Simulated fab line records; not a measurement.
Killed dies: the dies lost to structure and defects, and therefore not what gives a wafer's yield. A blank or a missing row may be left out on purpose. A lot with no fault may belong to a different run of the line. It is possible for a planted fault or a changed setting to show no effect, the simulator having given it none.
fab line records    flow rit_cmos
record lots=14  wafers=42  last_day=19
route steps=202 shown NLDD@109 PLDD@124 CONTACT@175 M1@194
lots untouched by any fault: they come from a run of this same line in which no faults occurred
start_h: the number of hours between the record's first day and the start of the first shown wafer of the lot    wait_h: time in hours since the lot's previous step    " the same as in the row above    L1.1+2: a row that stands for several wafers    - no value, or no start given    * or withheld: withheld    < > ~ a bound
route shown NAME@n: NAME is a module with steps in the file, n the number in the route of the first one    usual: average and standard deviation across the fault-free wafers    same: alike in all rows    chamber/n: place in a boat    sites: each site's reading    _std_site: their standard deviation    _edge_site: the outer-site mean with the inner-site mean subtracted    radius_mm: for every site, how far away it sits from the centre of the wafer    mask NAME#n: copy n    behind: the most recent tool/chamber to have shaped the wafer    hold: reason for holding the lot/hours on hold/outcome of the hold    device: transistor that didn't switch, given as n, p or np    end of line: tests of these same wafers at the route's end    for a step that has no rows: nothing shown but its recipe    killed: dies lost to structure and defects at the first sort, not the wafer's yield    map: a wafer's dies, marking killed ones x, the rest . and places with no die _
set.NAME: the setting that was run; set.NAME@STEP: the one run at that earlier step    model.NAME: the simulator's own value behind a step, which no gauge read
one table for each step of the route and one row for each wafer, over a sample of lots
## steps
# step RIT_NLDD_OVL_MEAS_06
# usual NLDD_OVL=-0.7/1.4
lot.wafer  tool        chamber  start_h  wait_h  NLDD_OVL[nm]
L885.1     overlay-02  -        43.03    -       1.4
L885.2     "           -        "        "       0.9
L885.5     "           -        "        "       0.0
L886.1     overlay-01  -        46.40    -       0.6
L886.3     "           -        "        "       -0.6
L886.4     "           -        "        "       -0.9
L887.2     overlay-01  -        58.55    -       -1.0
L887.4     "           -        "        "       0.0
L887.6     "           -        "        "       -4.2
L888.1     overlay-01  -        65.60    -       2.4
L888.2     "           -        "        "       0.3
L888.6     "           -        "        "       2.5
L889.1     overlay-01  -        72.44    -       -1.4
L889.2     "           -        "        "       -1.3
L889.5     "           -        "        "       -0.5
L895.3     overlay-01  -        102.85   -       -2.3
L895.4     "           -        "        "       -1.4
L895.5     "           -        "        "       -1.7
L898.1     overlay-02  -        117.32   -       -1.0
L898.4     "           -        "        "       -0.1
L898.6     "           -        "        "       -1.8
L900.2     overlay-01  -        125.02   -       0.7
L900.4     "           -        "        "       0.9
L900.6     "           -        "        "       -1.3
L902.1     overlay-02  -        132.73   -       0.3
L902.2     "           -        "        "       0.3
L902.3     "           -        "        "       -0.8
L903.2     overlay-01  -        138.29   -       -3.0
L903.3     "           -        "        "       -2.2
L903.6     "           -        "        "       -1.3
L905.4     overlay-01  -        147.19   -       0.3
L905.5     "           -        "        "       -0.4
L905.6     "           -        "        "       0.7
L906.2     overlay-01  -        152.73   -       -2.1
L906.3     "           -        "        "       -1.2
L906.6     "           -        "        "       -0.8
L908.2     overlay-02  -        158.08   -       -2.5
L908.5     "           -        "        "       0.8
L908.6     "           -        "        "       -1.0
L907.2     overlay-02  -        433.08   -       0.0
L907.4     "           -        "        "       1.8
L907.5     "           -        "        "       1.8
# step RIT_PLDD_TW_MEAS_10
# usual PLDD_TW=2341/14
lot.wafer  tool           chamber  start_h  wait_h  PLDD_TW
L885.1     film_metro-03  -        44.96    0.1     2346
L885.2     "              -        "        "       2325
L885.5     "              -        "        "       2339
L886.1     film_metro-01  -        48.45    0.1     2333
L886.3     "              -        "        "       2349
L886.4     "              -        "        "       2339
L887.2     film_metro-03  -        60.61    0.1     2325
L887.4     "              -        "        "       2310
L887.6     "              -        "        "       2318
L888.1     film_metro-03  -        67.65    0.1     2328
L888.2     "              -        "        "       2311
L888.6     "              -        "        "       2326
L889.1     film_metro-01  -        74.49    0.1     2348
L889.2     "              -        "        "       2335
L889.5     "              -        "        "       2335
L895.3     film_metro-04  -        104.92   0.1     2332
L895.4     "              -        "        "       2338
L895.5     "              -        "        "       2354
L898.1     film_metro-01  -        119.40   0.1     2366
L898.4     "              -        "        "       2369
L898.6     "              -        "        "       2369
L900.2     film_metro-01  -        126.95   0.1     2353
L900.4     "              -        "        "       2350
L900.6     "              -        "        "       2355
L902.1     film_metro-01  -        134.84   0.1     2343
L902.2     "              -        "        "       2347
L902.3     "              -        "        "       2359
L903.2     film_metro-01  -        140.36   0.1     2359
L903.3     "              -        "        "       2358
L903.6     "              -        "        "       2356
L905.4     film_metro-03  -        149.23   0.1     2319
L905.5     "              -        "        "       2321
L905.6     "              -        "        "       2333
L906.2     film_metro-01  -        154.66   0.1     2339
L906.3     "              -        "        "       2348
L906.6     "              -        "        "       2352
L908.2     film_metro-01  -        160.16   0.1     2338
L908.5     "              -        "        "       2353
L908.6     "              -        "        "       2346
L907.2     film_metro-04  -        435.07   0.1     2365
L907.4     "              -        "        "       2360
L907.5     "              -        "        "       2359
# step RIT_CONTACT_DEVELOP_07
# recipe resist=NOVOLAK  develop_time_s=120  dev_temp_c=23
# usual developer_temp_C=23.01/0.12
lot.wafer  tool            chamber  start_h  wait_h  developer_temp_C
L885.1     litho_track-04  0        53       -       23.09
L885.2     "               0        "        "       23.14
L885.5     "               0        "        "       22.85
L886.1     litho_track-01  0        56       -       22.86
L886.3     "               0        "        "       22.92
L886.4     "               0        "        "       22.89
L887.2     litho_track-03  0        69       -       23.10
L887.4     "               0        "        "       22.97
L887.6     "               0        "        "       23.09
L888.1     litho_track-04  0        75       -       22.94
L888.2     "               0        "        "       22.89
L888.6     "               0        76       -       22.98
L889.1     litho_track-01  0        82       -       23.06
L889.2     "               0        "        "       22.94
L889.5     "               0        "        "       23.20
L895.3     litho_track-04  0        113      -       25.37
L895.4     "               0        "        "       25.30
L895.5     "               0        "        "       25.31
L898.1     litho_track-04  0        128      -       25.34
L898.4     "               0        "        "       25.26
L898.6     "               0        "        "       25.26
L900.2     litho_track-01  0        135      -       23.15
L900.4     "               0        "        "       23.09
L900.6     "               0        "        "       23.17
L902.1     litho_track-03  0        143      -       23.23
L902.2     "               0        "        "       23.00
L902.3     "               0        "        "       23.17
L903.2     litho_track-03  0        148      -       22.98
L903.3     "               0        "        "       22.83
L903.6     "               0        "        "       22.96
L905.4     litho_track-01  0        157      -       23.25
L905.5     "               0        "        "       23.06
L905.6     "               0        "        "       22.90
L906.2     litho_track-03  0        162      -       23.07
L906.3     "               0        "        "       23.21
L906.6     "               0        "        "       22.99
L908.2     litho_track-03  0        168      -       23.17
L908.5     "               0        "        "       22.91
L908.6     "               0        "        "       23.04
L907.2     litho_track-04  0        444      -       22.98
L907.4     "               0        "        "       23.00
L907.5     "               0        "        "       23.21
# step RIT_CONTACT_CD_MEAS_08
# recipe target_cd_nm=1000
# usual cd_nm=1000.4/2.5
lot.wafer  tool       chamber  start_h  wait_h  hold                      cd_nm
L885.1     cd_sem-01  -        53.27    -       -                         999.9
L885.2     "          -        "        "       -                         1001.3
L885.5     "          -        "        "       -                         999.9
L886.1     cd_sem-01  -        56.69    -       -                         999.4
L886.3     "          -        "        "       -                         998.6
L886.4     "          -        "        "       -                         998.8
L887.2     cd_sem-01  -        69.73    -       -                         997.4
L887.4     "          -        "        "       -                         996.6
L887.6     "          -        "        "       -                         996.7
L888.1     cd_sem-01  -        76.12    -       -                         997.2
L888.2     "          -        "        "       -                         996.4
L888.6     "          -        "        "       -                         1001.0
L889.1     cd_sem-01  -        82.86    -       -                         1001.4
L889.2     "          -        "        "       -                         1001.0
L889.5     "          -        "        "       -                         999.6
L895.3     cd_sem-02  -        113.39   -       await_dispo/0.2h/release  987.3
L895.4     "          -        "        "       await_dispo/0.2h/release  989.3
L895.5     "          -        "        "       await_dispo/0.2h/release  988.1
L895.3     cd_sem-02  -        113.67   0.3     -                         987.2
L895.4     "          -        "        "       -                         989.1
L895.5     "          -        "        "       -                         987.6
L898.1     cd_sem-01  -        128.53   -       -                         993.3
L898.4     "          -        "        "       -                         996.1
L898.6     "          -        "        "       -                         992.1
L900.2     cd_sem-01  -        135.41   -       -                         1002.1
L900.4     "          -        "        "       -                         999.4
L900.6     "          -        "        "       -                         999.3
L902.1     cd_sem-01  -        143.55   -       -                         996.6
L902.2     "          -        "        "       -                         996.6
L902.3     "          -        "        "       -                         998.1
L903.2     cd_sem-02  -        148.84   -       -                         999.5
L903.3     "          -        "        "       -                         1000.4
L903.6     "          -        "        "       -                         1000.9
L905.4     cd_sem-02  -        158.01   -       -                         1004.9
L905.5     "          -        "        "       -                         1004.5
L905.6     "          -        "        "       -                         1004.6
L906.2     cd_sem-02  -        162.90   -       -                         1001.2
L906.3     "          -        "        "       -                         1000.3
L906.6     "          -        "        "       -                         1002.3
L908.2     cd_sem-01  -        168.23   -       -                         1002.6
L908.5     "          -        "        "       -                         998.8
L908.6     "          -        "        "       -                         1001.8
L907.2     cd_sem-02  -        444.57   -       -                         1000.8
L907.4     "          -        "        "       -                         1002.7
L907.5     "          -        "        "       -                         1000.2
# step RIT_M1_OVL_MEAS_10
# usual M1_OVL=-0.5/1.3
lot.wafer  tool        chamber  start_h  wait_h  M1_OVL[nm]
L885.1     overlay-01  -        56.15    0.1     -0.2
L885.2     "           -        "        "       -1.0
L885.5     "           -        "        "       -0.1
L886.1     overlay-02  -        59.61    0.1     -2.4
L886.3     "           -        "        "       -1.7
L886.4     "           -        "        "       -0.9
L887.2     overlay-02  -        72.48    0.1     0.5
L887.4     "           -        "        "       1.1
L887.6     "           -        "        "       -0.2
L888.1     overlay-02  -        78.90    0.1     1.8
L888.2     "           -        "        "       0.2
L888.6     "           -        "        "       2.0
L889.1     overlay-02  -        85.61    0.1     0.7
L889.2     "           -        "        "       0.1
L889.5     "           -        "        "       1.4
L895.3     overlay-02  -        121.78   0.1     -0.9
L895.4     "           -        "        "       -0.7
L895.5     "           -        "        "       -1.7
L898.1     overlay-02  -        131.17   0.1     -2.0
L898.4     "           -        "        "       -1.6
L898.6     "           -        "        "       -1.5
L900.2     overlay-02  -        138.07   0.1     -1.0
L900.4     "           -        "        "       -1.0
L900.6     "           -        "        "       -2.3
L902.1     overlay-02  -        146.31   0.1     -1.4
L902.2     "           -        "        "       -1.9
L902.3     "           -        "        "       -0.9
L903.2     overlay-01  -        151.57   0.1     -1.2
L903.3     "           -        "        "       0.2
L903.6     "           -        "        "       -0.4
L905.4     overlay-02  -        160.73   0.1     -0.4
L905.5     "           -        "        "       -0.9
L905.6     "           -        "        "       0.5
L906.2     overlay-02  -        165.66   0.1     0.9
L906.3     "           -        "        "       0.3
L906.6     "           -        "        "       -0.1
L908.2     overlay-02  -        170.98   0.1     1.7
L908.5     "           -        "        "       -1.2
L908.6     "           -        "        "       0.1
L907.2     overlay-01  -        447.29   0.1     0.9
L907.4     "           -        "        "       0.1
L907.5     "           -        "        "       -0.2
# step RIT_M1_PROBE_99
# usual killed_at_contacts=0.1/0.27  killed_at_front_end=6/3  killed_dies=7/3  killed_open=3.1/2  killed_short=3.4/2
# same gross_dies=264  killed_at_M0_to_M3=0  killed_at_M4_up=0  killed_at_back_side=0  killed_at_other=0
lot.wafer  tool       chamber  start_h  wait_h  killed_at_contacts  killed_at_front_end  killed_dies  killed_open  killed_short
L885.1     prober-01  -        58.68    0.1     1                   10                   11           5            6
L885.2     prober-01  -        58.73    0.1     0                   6                    6            5            1
L885.5     prober-01  -        58.88    0.2     1                   8                    9            6            3
L886.1     prober-02  -        62.15    0.1     0                   10                   10           5            5
L886.3     prober-02  -        62.25    0.2     0                   3                    3            1            2
L886.4     prober-02  -        62.30    0.2     0                   6                    6            3            3
L887.2     prober-01  -        75.06    0.1     0                   6                    6            4            2
L887.4     prober-01  -        75.16    0.2     1                   7                    8            2            6
L887.6     prober-01  -        75.26    0.2     0                   6                    6            3            3
L888.1     prober-02  -        81.44    0.1     0                   6                    6            5            1
L888.2     prober-02  -        81.49    0.1     0                   12                   12           4            8
L888.6     prober-02  -        81.69    0.2     0                   4                    4            1            3
L889.1     prober-01  -        88.14    0.1     0                   8                    8            6            2
L889.2     prober-01  -        88.19    0.1     0                   4                    4            2            2
L889.5     prober-01  -        88.34    0.2     0                   5                    5            2            3
L895.3     prober-01  -        124.61   0.2     0                   6                    6            2            4
L895.4     prober-01  -        124.66   0.2     0                   12                   12           4            8
L895.5     prober-01  -        124.71   0.2     0                   7                    7            6            1
L898.1     prober-02  -        133.72   0.1     0                   0                    0            0            0
L898.4     prober-02  -        133.87   0.2     0                   3                    3            3            0
L898.6     prober-02  -        133.97   0.2     0                   2                    2            0            2
L900.2     prober-02  -        140.76   0.1     0                   12                   12           7            5
L900.4     prober-02  -        140.86   0.2     0                   8                    8            4            4
L900.6     prober-02  -        140.96   0.2     0                   6                    6            4            2
L902.1     prober-01  -        148.85   0.1     0                   9                    9            6            3
L902.2     prober-01  -        148.90   0.1     0                   9                    9            4            5
L902.3     prober-01  -        148.95   0.2     0                   10                   10           3            7
L903.2     prober-01  -        154.15   0.1     0                   3                    3            1            2
L903.3     prober-01  -        154.20   0.2     0                   10                   10           6            4
L903.6     prober-01  -        154.35   0.2     0                   5                    5            3            2
L905.4     prober-01  -        163.41   0.2     0                   5                    5            4            1
L905.5     prober-01  -        163.46   0.2     0                   10                   10           6            4
L905.6     prober-01  -        163.51   0.2     0                   9                    9            5            4
L906.2     prober-02  -        168.26   0.1     0                   2                    2            1            1
L906.3     prober-02  -        168.31   0.2     0                   3                    3            1            2
L906.6     prober-02  -        168.46   0.2     0                   5                    5            2            3
L908.2     prober-01  -        173.56   0.1     0                   11                   11           7            4
L908.5     prober-01  -        173.71   0.2     0                   5                    5            3            2
L908.6     prober-01  -        173.76   0.2     0                   8                    8            4            4
L907.2     prober-01  -        450.05   0.1     0                   11                   11           6            5
L907.4     prober-01  -        450.15   0.2     0                   6                    6            3            3
L907.5     prober-01  -        450.20   0.2     0                   9                    9            4            5
# killed by level:class
L885.1 GATE:geometric_particle:short=4 GATE:geometric_particle:open=2 SPACER:geometric_particle:open=2 FOX2:geometric_particle:short=1 SILICIDE:geometric_particle:short=1 CONTACT:geometric_particle:open=1
L885.2 GATE:geometric_particle:open=3 FOX1:geometric_particle:short=1 FOX1:geometric_particle:open=1 FOX2:geometric_particle:open=1
L885.5 FOX2:geometric_particle:open=2 GATE:geometric_particle:short=2 GATE:geometric_particle:open=2 FOX1:geometric_particle:open=1 SPACER:geometric_particle:short=1 CONTACT:geometric_particle:open=1
L886.1 FOX1:geometric_particle:short=2 FOX1:geometric_particle:open=2 FOX2:geometric_particle:open=1 GATE:geometric_particle:short=1 GATE:geometric_particle:open=1 SPACER:geometric_particle:open=1 SPACER:geometric_particle:short=1 SILICIDE:geometric_particle:short=1
L886.3 FOX1:geometric_particle:open=1 GATE:geometric_particle:short=1 SILICIDE:geometric_particle:short=1
L886.4 FOX1:geometric_particle:open=2 FOX1:geometric_particle:short=1 GATE:geometric_particle:short=1 GATE:geometric_particle:open=1 SILICIDE:geometric_particle:short=1
L887.2 GATE:geometric_particle:open=2 FOX1:geometric_particle:open=1 REOX:geometric_particle:short=1 SPACER:geometric_particle:short=1 SILICIDE:geometric_particle:open=1
L887.4 REOX:geometric_particle:short=3 SPACER:geometric_particle:short=2 CONTACT:geometric_particle:short=1 REOX:geometric_particle:open=1 SILICIDE:geometric_particle:open=1
L887.6 GATE:geometric_particle:short=2 GATE:geometric_particle:open=1 SPACER:geometric_particle:open=1 REOX:geometric_particle:open=1 SPACER:geometric_particle:short=1
L888.1 GATE:geometric_particle:open=3 GATE:geometric_particle:short=1 REOX:geometric_particle:open=1 SPACER:geometric_particle:open=1
L888.2 GATE:geometric_particle:short=6 GATE:geometric_particle:open=4 REOX:geometric_particle:short=1 SPACER:geometric_particle:short=1
L888.6 GATE:geometric_particle:short=2 FOX1:geometric_particle:open=1 SILICIDE:geometric_particle:short=1
L889.1 FOX2:geometric_particle:open=2 SPACER:geometric_particle:open=2 FOX1:geometric_particle:open=1 GATE:geometric_particle:open=1 SPACER:geometric_particle:short=1 SILICIDE:geometric_particle:short=1
L889.2 FOX2:geometric_particle:open=1 GATE:geometric_particle:short=1 SPACER:geometric_particle:short=1 SILICIDE:geometric_particle:open=1
L889.5 FOX2:geometric_particle:short=2 GATE:geometric_particle:open=1 SILICIDE:geometric_particle:open=1 SILICIDE:geometric_particle:short=1
L895.3 GATE:geometric_particle:short=3 FOX1:geometric_particle:open=1 FOX1:geometric_particle:short=1 GATE:geometric_particle:open=1
L895.4 GATE:geometric_particle:short=5 SPACER:geometric_particle:short=3 GATE:geometric_particle:open=2 FOX1:geometric_particle:open=1 SPACER:geometric_particle:open=1
L895.5 GATE:geometric_particle:open=2 FOX1:geometric_particle:open=1 FOX2:geometric_particle:open=1 GATE:geometric_particle:short=1 REOX:geometric_particle:open=1 SILICIDE:geometric_particle:open=1
L898.1
L898.4 SPACER:geometric_particle:open=2 GATE:geometric_particle:open=1
L898.6 FOX1:geometric_particle:short=1 REOX:geometric_particle:short=1
L900.2 GATE:geometric_particle:open=3 FOX1:geometric_particle:open=2 GATE:geometric_particle:short=2 REOX:geometric_particle:short=2 FOX2:geometric_particle:open=1 REOX:geometric_particle:open=1 SPACER:geometric_particle:short=1
L900.4 GATE:geometric_particle:short=2 REOX:geometric_particle:short=2 FOX1:geometric_particle:open=1 GATE:geometric_particle:open=1 REOX:geometric_particle:open=1 SPACER:geometric_particle:open=1
L900.6 FOX1:geometric_particle:open=1 GATE:geometric_particle:open=1 GATE:geometric_particle:short=1 REOX:geometric_particle:short=1 SPACER:geometric_particle:open=1 SILICIDE:geometric_particle:open=1
L902.1 FOX1:geometric_particle:open=3 GATE:geometric_particle:short=2 FOX2:geometric_particle:short=1 GATE:geometric_particle:open=1 SPACER:geometric_particle:open=1 SILICIDE:geometric_particle:open=1
L902.2 GATE:geometric_particle:short=3 GATE:geometric_particle:open=2 FOX1:geometric_particle:short=1 REOX:geometric_particle:open=1 SPACER:geometric_particle:open=1 SILICIDE:geometric_particle:short=1
L902.3 GATE:geometric_particle:short=3 FOX1:geometric_particle:short=2 GATE:geometric_particle:open=2 FOX1:geometric_particle:open=1 FOX2:geometric_particle:short=1 REOX:geometric_particle:short=1
L903.2 FOX1:geometric_particle:open=1 GATE:geometric_particle:short=1 SPACER:geometric_particle:short=1
L903.3 SPACER:geometric_particle:open=3 GATE:geometric_particle:short=2 REOX:geometric_particle:open=2 SPACER:geometric_particle:short=2 GATE:geometric_particle:open=1
L903.6 FOX1:geometric_particle:short=1 FOX2:geometric_particle:open=1 GATE:geometric_particle:open=1 SPACER:geometric_particle:short=1 SPACER:geometric_particle:open=1
L905.4 FOX1:geometric_particle:open=1 GATE:geometric_particle:open=1 GATE:geometric_particle:short=1 REOX:geometric_particle:open=1 SILICIDE:geometric_particle:open=1
L905.5 GATE:geometric_particle:short=2 GATE:geometric_particle:open=2 REOX:geometric_particle:open=2 SILICIDE:geometric_particle:open=2 REOX:geometric_particle:short=1 SILICIDE:geometric_particle:short=1
L905.6 FOX2:geometric_particle:open=2 GATE:geometric_particle:short=2 SILICIDE:geometric_particle:open=2 FOX1:geometric_particle:short=1 FOX2:geometric_particle:short=1 GATE:geometric_particle:open=1
L906.2 FOX2:geometric_particle:open=1 SPACER:geometric_particle:short=1
L906.3 REOX:geometric_particle:short=1 SPACER:geometric_particle:short=1 SPACER:geometric_particle:open=1
L906.6 SPACER:geometric_particle:short=2 GATE:geometric_particle:short=1 GATE:geometric_particle:open=1 SILICIDE:geometric_particle:open=1
L908.2 GATE:geometric_particle:open=4 GATE:geometric_particle:short=3 FOX2:geometric_particle:open=1 REOX:geometric_particle:short=1 REOX:geometric_particle:open=1 SPACER:geometric_particle:open=1
L908.5 REOX:geometric_particle:short=2 FOX2:geometric_particle:open=1 GATE:geometric_particle:open=1 REOX:geometric_particle:open=1
L908.6 GATE:geometric_particle:short=2 GATE:geometric_particle:open=2 REOX:geometric_particle:open=2 REOX:geometric_particle:short=1 SILICIDE:geometric_particle:short=1
L907.2 GATE:geometric_particle:open=3 FOX2:geometric_particle:short=2 FOX2:geometric_particle:open=2 FOX1:geometric_particle:short=1 GATE:geometric_particle:short=1 SPACER:geometric_particle:short=1 SILICIDE:geometric_particle:open=1
L907.4 FOX2:geometric_particle:open=2 ACTIVE:geometric_particle:short=1 FOX1:geometric_particle:open=1 FOX1:geometric_particle:short=1 SILICIDE:geometric_particle:short=1
L907.5 GATE:geometric_particle:short=3 REOX:geometric_particle:short=2 ACTIVE:geometric_particle:open=1 FOX1:geometric_particle:open=1 REOX:geometric_particle:open=1 SPACER:geometric_particle:open=1
## key
first_sign step=RIT_CONTACT_DEVELOP_07  reading=developer_temp_C  direction=up  sigmas=19  usual=*  struck=*
effect step=RIT_CONTACT_CD_MEAS_08  reading=visit  direction=added  through=control_loop
met_at RIT_CONTACT_DEVELOP_07
struck_lots L895,L898
tester_left_out L895,L898
loop_trim step=RIT_CONTACT_EXPOSE_05  setting=dose  lots=L898
not_acting_at RIT_NLDD_OVL_MEAS_06,RIT_PLDD_TW_MEAS_10,RIT_M1_OVL_MEAS_10
onset_between 75 113
fault kind=process_parameter_drift  tool=litho_track-04  chamber=-  onset_h=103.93  steps=RIT_CONTACT_DEVELOP_07  channel=dev_temp_c  offset=*  shape=step  end_h=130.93  acts_in=*  stated=*
# tester_left_out: of these lots the tester's yield and bins aren't shown, on N5 and GAA mostly nor the transistor test; their killed dies are dies lost to structure and defects alone, not to doping, threshold or leakage, so they don't give the yield
# loop_trim: a control loop set the setting to another value than it would have without faults
